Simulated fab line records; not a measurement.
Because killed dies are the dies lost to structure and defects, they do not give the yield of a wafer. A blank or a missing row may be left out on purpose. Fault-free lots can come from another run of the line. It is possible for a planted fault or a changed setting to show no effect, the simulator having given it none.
fab line records    flow rit_cmos
record lots=6  wafers=18  last_day=7
route steps=202 shown M1@184
lots with no fault: from the same line, run without faults
start_h: hours from the record's first day to the start of the lot's first wafer shown    wait_h: time in hours since the lot's previous step    " unchanged from the row above    L1.1+2: one row covering several wafers at once    - no value, or no start was given    * or withheld: withheld    < > ~ a bound
route shown NAME@n: a module of which the file shows steps, and the number in the route of the first    usual: mean/standard deviation taken from wafers without a fault    same: alike in all rows    chamber/n: place in a boat    sites: each site's reading    _std_site: their standard deviation    _edge_site: inner sites' mean taken away from outer sites' mean    radius_mm: for every site, how far away it sits from the centre of the wafer    mask NAME#n: copy n    behind: the tool/chamber that last shaped the wafer    hold: cause of the lot's hold/its duration in hours/its outcome    device: which transistor (n, p or np) failed to switch    end of line: tests run on the same wafers once the route is complete    for a step that has no rows: nothing shown but its recipe    killed: at the first sort, the dies lost to defects and structure; wafer yield is something else    map: per-die view of a wafer (x killed, . not killed, _ where there is no die)
set.NAME: the setting as run; set.NAME@STEP: as run at that earlier step    model.NAME: the simulator's own value behind a step, which no gauge read
lots seen at some steps along the route; tables by step, rows by wafer
services: the hour from which a tool's chamber was out of use, counted from the record's first day as start_h (under 0 if before that day), plus the number of hours and why
## steps
# step RIT_M1_SPUTTER_00
# recipe material=Al  target_thk_nm=400  power_w=2000  chamber_pressure_pa=0.4  gas=Ar  time_s=500  substrate_temp_c=25
# usual cathode_dc_power_W=2000.0/0.34  chamber_pressure_pa=0.4000/0.0008  substrate_temp_c=25.01/0.1  throttle_valve_pct=29.4/0.87
lot.wafer  tool            chamber  start_h  wait_h  cathode_dc_power_W  chamber_pressure_pa  substrate_temp_c  throttle_valve_pct
L207.1     pvd_sputter-02  -        74.67    0.0     2000.0              0.3988               24.81             27.5
L207.4     "               -        "        "       1999.9              0.4003               24.94             29.2
L207.5     "               -        "        "       2000.0              0.4011               24.89             27.3
L208.1     pvd_sputter-01  -        81.52    0.0     2000.1              0.4009               25.05             30.0
L208.4     "               -        "        "       2000.0              0.3996               24.94             30.0
L208.5     "               -        "        "       2000.4              0.3989               24.99             30.1
L209.2     pvd_sputter-02  -        84.53    0.0     1999.7              0.3988               24.92             27.5
L209.3     "               -        "        "       2000.2              0.3994               24.83             29.3
L209.5     "               -        "        "       1999.9              0.3988               24.80             29.5
L213.1     pvd_sputter-01  -        102.29   0.0     2000.0              0.4003               25.01             30.2
L213.2     "               -        "        "       2000.2              0.4012               25.01             28.5
L213.6     "               -        "        "       1999.4              0.3994               25.04             30.2
L222.3     pvd_sputter-02  -        150.07   0.0     1999.8              0.4001               25.02             29.3
L222.4     "               -        "        "       1999.7              0.3990               25.11             27.3
L222.6     "               -        "        "       2000.2              0.3996               24.91             29.6
L225.2     pvd_sputter-01  -        164.40   0.0     2000.3              0.3998               24.84             30.0
L225.4     "               -        "        "       1999.1              0.4010               25.09             30.1
L225.5     "               -        "        "       2000.3              0.3998               24.91             29.9
# step RIT_M1_RS_MEAS_01
# recipe thk_meas_gauge=four-point-probe  reads=Al_of_M1_SPUTTER_00
# usual M1_AL_RS=0.0736/0.00056
lot.wafer  tool           chamber  start_h  wait_h  M1_AL_RS[ohm/sq]
L207.1     film_metro-02  -        74.96    0.1     0.0728
L207.4     "              -        "        "       0.0729
L207.5     "              -        "        "       0.0730
L208.1     film_metro-01  -        81.82    0.1     0.0739
L208.4     "              -        "        "       0.0735
L208.5     "              -        "        "       0.0739
L209.2     film_metro-01  -        84.85    0.2     0.0740
L209.3     "              -        "        "       0.0737
L209.5     "              -        "        "       0.0740
L213.1     film_metro-01  -        102.59   0.1     0.0741
L213.2     "              -        "        "       0.0739
L213.6     "              -        "        "       0.0740
L222.3     film_metro-01  -        150.40   0.2     0.0733
L222.4     "              -        "        "       0.0740
L222.6     "              -        "        "       0.0739
L225.2     film_metro-02  -        164.71   0.2     0.0731
L225.4     "              -        "        "       0.0734
L225.5     "              -        "        "       0.0737
# step RIT_M1_THK_MEAS_02
# recipe thk_meas_gauge=xrf  reads=Al_of_M1_SPUTTER_00
# usual M1_AL_THK=409/4.1
lot.wafer  tool           chamber  start_h  wait_h  M1_AL_THK[nm]
L207.1     film_metro-02  -        75.08    0.1     414
L207.4     "              -        "        "       417
L207.5     "              -        "        "       416
L208.1     film_metro-01  -        81.94    0.1     409
L208.4     "              -        "        "       410
L208.5     "              -        "        "       410
L209.2     film_metro-01  -        84.96    0.1     409
L209.3     "              -        "        "       410
L209.5     "              -        "        "       408
L213.1     film_metro-01  -        102.71   0.1     405
L213.2     "              -        "        "       403
L213.6     "              -        "        "       411
L222.3     film_metro-01  -        150.50   0.1     414
L222.4     "              -        "        "       409
L222.6     "              -        "        "       410
L225.2     film_metro-02  -        164.82   0.1     410
L225.4     "              -        "        "       412
L225.5     "              -        "        "       406
# step RIT_M1_HMDS_03
# recipe prime_time_s=60  prime_temp_c=140
# step RIT_M1_COAT_04
# recipe resist=NOVOLAK  spin_rpm=2000  resist_thk_nm=1300
# step RIT_M1_SOFTBAKE_05
# recipe resist=NOVOLAK  temp_c=90  time_s=60
# step RIT_M1_EXPOSE_06
# recipe mask_id=M12  na=0.6  source_shape=conventional  sigma_outer=0.5  target_cd_nm=2600  dose_mj=250
# step RIT_M1_PEB_07
# recipe resist=NOVOLAK  temp_c=withheld  time_s=withheld
# step RIT_M1_DEVELOP_08
# recipe resist=NOVOLAK  develop_time_s=68  dev_temp_c=23
# step RIT_M1_CD_MEAS_09
# recipe target_cd_nm=2600
# usual cd_nm=2600.7/1.6
lot.wafer  tool       chamber  start_h  wait_h  cd_nm
L207.1     cd_sem-01  -        76.22    -       2600.8
L207.4     "          -        "        "       2601.9
L207.5     "          -        "        "       2600.2
L208.1     cd_sem-01  -        83.00    -       2599.5
L208.4     "          -        "        "       2599.7
L208.5     "          -        "        "       2599.6
L209.2     cd_sem-01  -        86.11    -       2601.9
L209.3     "          -        "        "       2599.7
L209.5     "          -        "        "       2600.2
L213.1     cd_sem-02  -        103.81   -       2603.9
L213.2     "          -        "        "       2602.9
L213.6     "          -        "        "       2603.5
L222.3     cd_sem-01  -        151.58   -       2600.7
L222.4     "          -        "        "       2598.7
L222.6     "          -        "        "       2599.4
L225.2     cd_sem-01  -        165.80   -       2599.4
L225.4     "          -        "        "       2602.3
L225.5     "          -        "        "       2597.0
# step RIT_M1_OVL_MEAS_10
# usual M1_OVL=-1.2/1.3
lot.wafer  tool        chamber  start_h  wait_h  M1_OVL[nm]
L207.1     overlay-02  -        76.34    0.1     -0.9
L207.4     "           -        "        "       0.0
L207.5     "           -        "        "       -0.7
L208.1     overlay-01  -        83.12    0.1     0.2
L208.4     "           -        "        "       -1.0
L208.5     "           -        "        "       -1.3
L209.2     overlay-02  -        86.22    0.1     -0.7
L209.3     "           -        "        "       -2.5
L209.5     "           -        "        "       -2.6
L213.1     overlay-02  -        103.93   0.1     0.7
L213.2     "           -        "        "       1.7
L213.6     "           -        "        "       0.8
L222.3     overlay-02  -        151.68   0.1     -2.1
L222.4     "           -        "        "       -0.9
L222.6     "           -        "        "       -2.5
L225.2     overlay-01  -        165.91   0.1     -1.3
L225.4     "           -        "        "       -1.6
L225.5     "           -        "        "       -4.1
# step RIT_M1_HARDBAKE_11
# recipe resist=NOVOLAK  temp_c=140  time_s=120
# step RIT_M1_METAL_ETCH_12
# recipe stop_on=SiO2  chemistry=Cl2/BCl3  target=Al  time_s=165  over_etch_frac=0.5  pressure_mtorr=100  target_depth_a=6000  rf_w=250  Cl2_flow_sccm=60  bcl3_flow_sccm=50
# usual drypump_motor_current_A=5.9/0.54  oes_product_au=0.779/0.016  throttle_valve_pct=8.27/0.1
lot.wafer  tool          chamber  start_h  wait_h  drypump_motor_current_A  oes_product_au  rf_hours_counter_h  throttle_valve_pct  model.NOVOLAK_of_M1_COAT_04.thk_nm  model.SiO2_of_CONTACT_CVD_00.thk_nm  model.M1.feature_depth_nm
L207.1     rie_metal-03  1        76.72    0.2     6.2                      0.788           35                  8.29                803.1                               355.2                                436.6
L207.4     "             0        "        "       6.0                      0.774           -                   8.41                809.5                               365.6                                435.3
L207.5     "             0        "        "       6.0                      0.775           -                   8.39                805.6                               365.8                                434.9
L208.1     rie_metal-02  0        83.41    0.2     6.3                      0.802           1                   8.10                807.2                               359.8                                431.1
L208.4     "             1        "        "       6.1                      0.752           -                   8.22                801                                 362.6                                433.8
L208.5     "             1        "        "       6.2                      0.750           -                   8.22                802.5                               365.5                                432.4
L209.2     rie_metal-01  1        86.50    0.2     6.2                      0.779           4                   8.19                797.9                               361                                  431.9
L209.3     "             1        "        "       6.2                      0.784           -                   8.18                793.9                               363                                  432.4
L209.5     "             1        "        "       6.2                      0.794           -                   8.20                797.3                               366                                  431.8
L213.1     rie_metal-01  1        104.21   0.2     6.2                      0.787           4                   8.20                801.1                               361.1                                431.4
L213.2     "             0        "        "       4.9                      0.771           5                   8.36                805.7                               358.1                                430.8
L213.6     "             0        "        "       4.9                      0.762           -                   8.35                806.2                               366.8                                431.3
L222.3     rie_metal-02  0        152.06   0.2     6.3                      0.804           -                   8.12                694.3                               350.5                                446.5
L222.4     "             1        "        "       6.2                      0.743           -                   8.22                802.8                               369.3                                431.1
L222.6     "             1        "        "       6.2                      0.752           -                   8.22                799.7                               365.9                                431.9
L225.2     rie_metal-02  1        166.19   0.2     6.2                      0.753           2                   8.22                802.9                               357.6                                434.2
L225.4     "             0        "        "       6.3                      0.803           -                   8.13                699.6                               354.7                                444.8
L225.5     "             1        "        "       6.2                      0.754           -                   8.22                806.5                               364.8                                432
# step RIT_M1_STRIP_13
# recipe chemistry=nmp  resist=NOVOLAK  temp_c=80  time_s=600  dry=n2_spin
# step RIT_M1_STRIP_14
# recipe chemistry=O2  time_s=180  platen_temp_c=withheld  power_w=500  pressure_mtorr=4000  o2_flow_sccm=4000
# usual drypump_motor_current_A=5.90/0.24
lot.wafer  tool             chamber  start_h  wait_h  drypump_motor_current_A  rf_hours_counter_h
L207.1     plasma_asher-04  0        77.05    0.0     6.30                     28
L207.4     "                1        "        "       5.56                     -
L207.5     "                1        "        "       5.59                     -
L208.1     plasma_asher-01  1        83.74    0.0     6.06                     40
L208.4     "                1        "        "       6.07                     -
L208.5     "                1        "        "       6.09                     -
L209.2     plasma_asher-02  1        86.84    0.0     5.90                     44
L209.3     "                1        "        "       5.87                     -
L209.5     "                1        "        "       5.88                     -
L213.1     plasma_asher-01  0        104.57   0.0     5.60                     42
L213.2     "                1        "        "       6.12                     42
L213.6     "                1        "        "       6.06                     -
L222.3     plasma_asher-01  0        152.40   0.1     5.57                     -
L222.4     "                1        "        "       6.07                     -
L222.6     "                0        "        "       5.57                     -
L225.2     plasma_asher-04  1        166.53   0.0     5.58                     39
L225.4     "                1        "        "       5.58                     -
L225.5     "                0        "        "       6.31                     -
# step RIT_M1_CD_MEAS_90
# recipe target_cd_nm=2600
# usual cd_nm=2600.1/1.9
lot.wafer  tool       chamber  start_h  wait_h  cd_nm
L207.1     cd_sem-02  -        77.23    0.1     2601.0
L207.4     "          -        "        "       2600.8
L207.5     "          -        "        "       2599.2
L208.1     cd_sem-01  -        83.92    0.1     2598.7
L208.4     "          -        "        "       2598.6
L208.5     "          -        "        "       2600.2
L209.2     cd_sem-02  -        87.04    0.1     2601.6
L209.3     "          -        "        "       2598.9
L209.5     "          -        "        "       2598.8
L213.1     cd_sem-01  -        104.74   0.1     2603.0
L213.2     "          -        "        "       2602.8
L213.6     "          -        "        "       2602.8
L222.3     cd_sem-02  -        152.56   0.1     2592.8
L222.4     "          -        "        "       2599.3
L222.6     "          -        "        "       2599.0
L225.2     cd_sem-01  -        166.72   0.1     2599.3
L225.4     "          -        "        "       2592.5
L225.5     "          -        "        "       2597.2
# step RIT_M1_ANNEAL_15
# recipe temp_c=450  time_s=1800  ambient=forming_gas_H2N2
# step RIT_M1_PROBE_99
# usual defect_limited_yield=97.4/1.1  killed_at_front_end=7/3  killed_dies=7/3  killed_open=3.2/1.9  killed_short=3.6/2.2  sort_bin_3_pad_short=0.1/0.24  sort_bin_5_function=1.5/0.78  sort_bin_6_memory=1.0/0.66  sort_n_pass=257/3  sort_yield_pct=97.4/1.1
# same gross_dies=264  killed_at_M0_to_M3=0  killed_at_M4_up=0  killed_at_back_side=0  killed_at_contacts=0  killed_at_other=0
lot.wafer  tool       chamber  start_h  wait_h  defect_limited_yield[%]  killed_at_front_end  killed_dies  killed_open  killed_short  sort_bin_3_pad_short[%]  sort_bin_5_function[%]  sort_bin_6_memory[%]  sort_n_pass  sort_yield_pct[%]  model.etest.antenna_m1.vt_shift_v
L207.1     prober-01  -        78.97    0.1     95.5                     12                   12           3            9             0.4                      1.9                     2.3                   252          95.5               -0.0142
L207.4     prober-01  -        79.12    0.2     97.3                     7                    7            3            4             0.4                      0.8                     1.5                   257          97.3               -0.01222
L207.5     prober-01  -        79.17    0.2     97.7                     6                    6            1            5             0                        0.8                     1.5                   258          97.7               -0.01191
L208.1     prober-02  -        85.66    0.1     98.1                     5                    5            3            2             0                        1.5                     0.4                   259          98.1               -0.01497
L208.4     prober-02  -        85.81    0.2     97.3                     7                    7            4            3             0                        1.9                     0.8                   257          97.3               -0.01449
L208.5     prober-02  -        85.86    0.2     97.3                     7                    7            2            5             0                        2.3                     0.4                   257          97.3               -0.01036
L209.2     prober-01  -        88.81    0.1     97.3                     7                    7            4            3             0                        1.1                     1.5                   257          97.3               -0.01427
L209.3     prober-01  -        88.86    0.2     96.2                     10                   10           5            5             0                        2.3                     1.5                   254          96.2               -0.01067
L209.5     prober-01  -        88.96    0.2     96.2                     10                   10           5            5             0                        3.0                     0.8                   254          96.2               -0.01418
L213.1     prober-02  -        106.48   0.1     98.5                     4                    4            1            3             0                        0.8                     0.8                   260          98.5               -0.01097
L213.2     prober-02  -        106.53   0.1     97.0                     8                    8            2            6             0                        1.5                     1.5                   256          97.0               -0.009194
L213.6     prober-02  -        106.73   0.2     98.1                     5                    5            3            2             0                        1.5                     0.4                   259          98.1               -0.01173
L222.3     prober-02  -        154.36   0.2     97.7                     6                    6            2            4             0.4                      1.1                     0.8                   258          97.7               -0.01963
L222.4     prober-02  -        154.41   0.2     97.0                     8                    8            1            7             0                        1.1                     1.9                   256          97.0               -0.01241
L222.6     prober-02  -        154.51   0.2     97.7                     6                    6            3            3             0.4                      0.4                     1.5                   258          97.7               -0.006654
L225.2     prober-01  -        168.49   0.1     96.2                     10                   10           5            5             0.4                      2.3                     1.1                   254          96.2               -0.009134
L225.4     prober-01  -        168.59   0.2     95.5                     12                   12           4            8             0.4                      2.3                     1.9                   252          95.5               -0.02134
L225.5     prober-01  -        168.64   0.2     98.1                     5                    5            3            2             0                        1.5                     0.4                   259          98.1               -0.00936
# killed by level:class
L207.1 GATE:geometric_particle:short=6 REOX:geometric_particle:short=2 FOX2:geometric_particle:open=1 GATE:geometric_particle:open=1 SPACER:geometric_particle:open=1 SPACER:geometric_particle:short=1
L207.4 GATE:geometric_particle:short=4 GATE:geometric_particle:open=2 SILICIDE:geometric_particle:open=1
L207.5 GATE:geometric_particle:short=2 SPACER:geometric_particle:short=2 FOX2:geometric_particle:open=1 SILICIDE:geometric_particle:short=1
L208.1 FOX2:geometric_particle:short=2 FOX1:geometric_particle:open=1 GATE:geometric_particle:open=1 SILICIDE:geometric_particle:open=1
L208.4 SPACER:geometric_particle:open=2 ACTIVE:geometric_particle:open=1 FOX1:geometric_particle:short=1 GATE:geometric_particle:short=1 SPACER:geometric_particle:short=1 SILICIDE:geometric_particle:open=1
L208.5 SPACER:geometric_particle:short=3 GATE:geometric_particle:open=2 GATE:geometric_particle:short=2
L209.2 FOX1:geometric_particle:open=2 FOX1:geometric_particle:short=2 GATE:geometric_particle:open=2 GATE:geometric_particle:short=1
L209.3 GATE:geometric_particle:open=2 SPACER:geometric_particle:short=2 SPACER:geometric_particle:open=2 FOX2:geometric_particle:short=1 GATE:geometric_particle:short=1 REOX:geometric_particle:short=1 REOX:geometric_particle:open=1
L209.5 GATE:geometric_particle:open=2 GATE:geometric_particle:short=2 FOX2:geometric_particle:short=1 FOX2:geometric_particle:open=1 SPACER:geometric_particle:open=1 SPACER:geometric_particle:short=1 SILICIDE:geometric_particle:short=1 SILICIDE:geometric_particle:open=1
L213.1 GATE:geometric_particle:short=2 GATE:geometric_particle:open=1 SILICIDE:geometric_particle:short=1
L213.2 GATE:geometric_particle:short=3 FOX1:geometric_particle:short=2 FOX2:geometric_particle:short=1 FOX2:geometric_particle:open=1 SILICIDE:geometric_particle:open=1
L213.6 FOX1:geometric_particle:open=1 GATE:geometric_particle:open=1 GATE:geometric_particle:short=1 REOX:geometric_particle:short=1 REOX:geometric_particle:open=1
L222.3 REOX:geometric_particle:short=2 GATE:geometric_particle:short=1 REOX:geometric_particle:open=1 SPACER:geometric_particle:short=1 SPACER:geometric_particle:open=1
L222.4 SPACER:geometric_particle:short=4 FOX2:geometric_particle:short=1 FOX2:geometric_particle:open=1 GATE:geometric_particle:short=1 REOX:geometric_particle:short=1
L222.6 REOX:geometric_particle:open=3 GATE:geometric_particle:short=2 FOX2:geometric_particle:short=1
L225.2 GATE:geometric_particle:short=3 GATE:geometric_particle:open=3 REOX:geometric_particle:short=1 REOX:geometric_particle:open=1 SPACER:geometric_particle:short=1 SPACER:geometric_particle:open=1
L225.4 FOX2:geometric_particle:short=2 GATE:geometric_particle:open=2 SPACER:geometric_particle:open=2 SILICIDE:geometric_particle:short=2 ACTIVE:geometric_particle:short=1 FOX1:geometric_particle:short=1 GATE:geometric_particle:short=1 SPACER:geometric_particle:short=1
L225.5 GATE:geometric_particle:open=2 GATE:geometric_particle:short=2 REOX:geometric_particle:open=1
## services
tool             chamber  start_h  hours  kind
rie_metal-02     -        53.05    2.8    pm
plasma_asher-04  -        84.26    1.3    repair
rie_metal-02     1        84.95    27.4   repair
plasma_asher-04  -        103.48   2.8    pm
plasma_asher-01  -        108.75   9.0    pm
plasma_asher-01  0        108.75   9.0    vent_cycle
plasma_asher-01  1        108.75   9.0    vent_cycle
rie_metal-01     1        113.16   18.3   repair
rie_metal-03     -        115.71   0.7    repair
plasma_asher-01  0        117.75   -      clean
plasma_asher-01  1        117.75   -      clean
rie_metal-03     -        136.12   20.0   pm
rie_metal-03     0        136.12   20.0   vent_cycle
rie_metal-03     1        136.12   20.0   vent_cycle
rie_metal-03     0        156.12   -      clean
rie_metal-03     1        156.12   -      clean
plasma_asher-04  -        158.75   0.6    repair
## key
first_sign step=RIT_M1_CD_MEAS_90  reading=cd_nm  direction=down  sigmas=4  usual=2600.1  struck=2592.6
effect none on later readings
model_effect step=RIT_M1_METAL_ETCH_12  value=NOVOLAK_of_M1_COAT_04.thk_nm  without=811.1  struck=697
model_effect step=RIT_M1_PROBE_99  value=etest.antenna_m1.vt_shift_v  without=-0.01007  struck=-0.02049
met_at RIT_M1_METAL_ETCH_12
struck_wafers L222.3,L225.4
onset_between 83.41 152.06
fault kind=process_parameter_drift  tool=rie_metal-02  chamber=0  onset_h=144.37  steps=RIT_M1_METAL_ETCH_12  channel=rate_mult  offset=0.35  shape=step  end_h=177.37
